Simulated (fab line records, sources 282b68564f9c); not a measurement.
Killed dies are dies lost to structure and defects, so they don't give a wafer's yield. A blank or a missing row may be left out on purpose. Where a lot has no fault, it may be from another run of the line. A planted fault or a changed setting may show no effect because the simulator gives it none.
Struck lot and sound lot, side by side ; flow rit cmos ; 15 steps out of a route of 202
Sound: these wafers, L918.2, L918.4, L918.5. The struck wafers were L932.2, L932.4, L932.6. At the end, the cause is stated.
For every step that has rows: the tool of each side, followed by ch and its chambers, followed by its first start. Under that, the readings that differ: sound wafers ; struck wafers ; difference of the means ; sigmas: that difference in standard deviations of wafers without a fault.
alike: a reading whose means differ by less than 2 such deviations, as well as words and numbers matching on both sides. not compared: withheld readings; readings where some wafer has no value; bounds like >300 that might hide an equal value; numbers whose values overlap and for which the record gives no deviation.
A row with sigmas, a row that says differs or no value, or rows on one side alone: a step with any of these is where the two part. Numbers that don't overlap but have no deviation are shown without sigmas and don't part them. A reading that every wafer of one side lacks parts them only if that side has two wafers or more.

RIT_GATE_THK_MEAS_07:
  sound on film metro-03, day 2 16:34; struck on film metro-04, day 5 13:10
  alike: GATE_OXIDE_THK
then, 1 step without rows for these wafers: RIT_GATE_CVD_08 (deposits poly-Si from SiH4, target thk 250 nm, time 2220 s).
RIT_GATE_THK_MEAS_09:
  sound on film metro-02, day 2 19:03; struck on film metro-04, day 5 14:50
  alike: GATE_POLY_THK
then, 6 steps without rows for these wafers: RIT_GATE_HMDS_10 (prime time 60 s); RIT_GATE_COAT_11 (resist thk 850 nm); RIT_GATE_SOFTBAKE_12 (time 60 s); RIT_GATE_EXPOSE_13 (exposes mask M6, target cd 150 nm); RIT_GATE_PEB_14; RIT_GATE_DEVELOP_15 (develop time 50 s).
RIT_GATE_CD_MEAS_16 targets a cd of 150 nm.
  sound on cd sem-01, day 2 19:58; struck on cd sem-02, day 5 15:53
  alike: cd nm
RIT_GATE_OVL_MEAS_17:
  sound on overlay-02, day 2 20:05; struck on overlay-01, day 5 15:59
  alike: GATE_OVL
then, 1 step without rows for these wafers: RIT_GATE_HARDBAKE_18 (time 60 s).
RIT_GATE_ETCH_19: etches poly-Si in SF6/CHF3/O2, stops on SiO2, time 165 s, target depth 312.5 nm.
  sound on rie si-01 ch 1,2, day 2 20:16; struck on rie si-01 ch 1,3, day 5 16:16
reading;sound;struck;difference;sigmas
oes product au (a.u.);0.861 0.866 0.855;0.714 0.704 0.721;-0.148;-11
run length s (s);193.5 193.1 193.7;239.1 240.1 239.1;+46.0;+99 or more
model.NOVOLAK_of_GATE_COAT_11.thk nm (nm);666.4 667.8 666.4;646.8 646.2 647.1;-20.2;
  alike: drypump motor current A, throttle valve pct
  not compared: rf hours counter h
RIT_GATE_STRIP_20: strips in O2, time 180 s.
  sound on plasma asher-03 ch 0,1, day 2 20:22; struck on plasma asher-01 ch 0, day 5 16:22
  alike: drypump motor current A
  not compared: rf hours counter h
RIT_M1_PROBE_99:
  sound on prober-01, day 3 17:21; struck on prober-01, day 6 13:31
reading;sound;struck;difference;sigmas
model.etest.pmos turned.r on ohm um;3467 3559 3452;2924 3024 2959;-524;
model.etest.pmos_0p3.r on ohm um;6318 6444 6277;5923 5941 5956;-406;
model.etest.pmos_0p15.r on ohm um;2752 2822 2740;2408 2481 2431;-331;
model.etest.pmos_0p15.drive ua um;258.6 251 263.6;306.9 299.2 305.9;+46.3;
model.etest.pmos turned.drive ua um;185.7 181 190.6;237.7 229.8 237.1;+49.1;
model.etest.nmos turned.drive ua um;328.4 324.8 335.1;383 368.7 376.5;+47;
model.etest.nmos_0p15.drive ua um;489.8 475.5 497.8;511.6 504.5 514.6;+22.5;
model.etest.pwell pinched.rs ohm sq;456.6 453.6 463.7;477.4 479.9 483;+22.1;
  alike: killed at front end, killed dies, killed open, killed short

WHERE THEY PART
Within this record, at RIT_GATE_ETCH_19 only. Later steps at which nothing parts them and some readings are alike: RIT_GATE_STRIP_20, RIT_M1_PROBE_99.

WHY: whatever the simulator had introduced
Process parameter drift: rie si-01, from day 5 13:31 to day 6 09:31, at RIT_GATE_ETCH_19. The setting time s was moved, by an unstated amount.
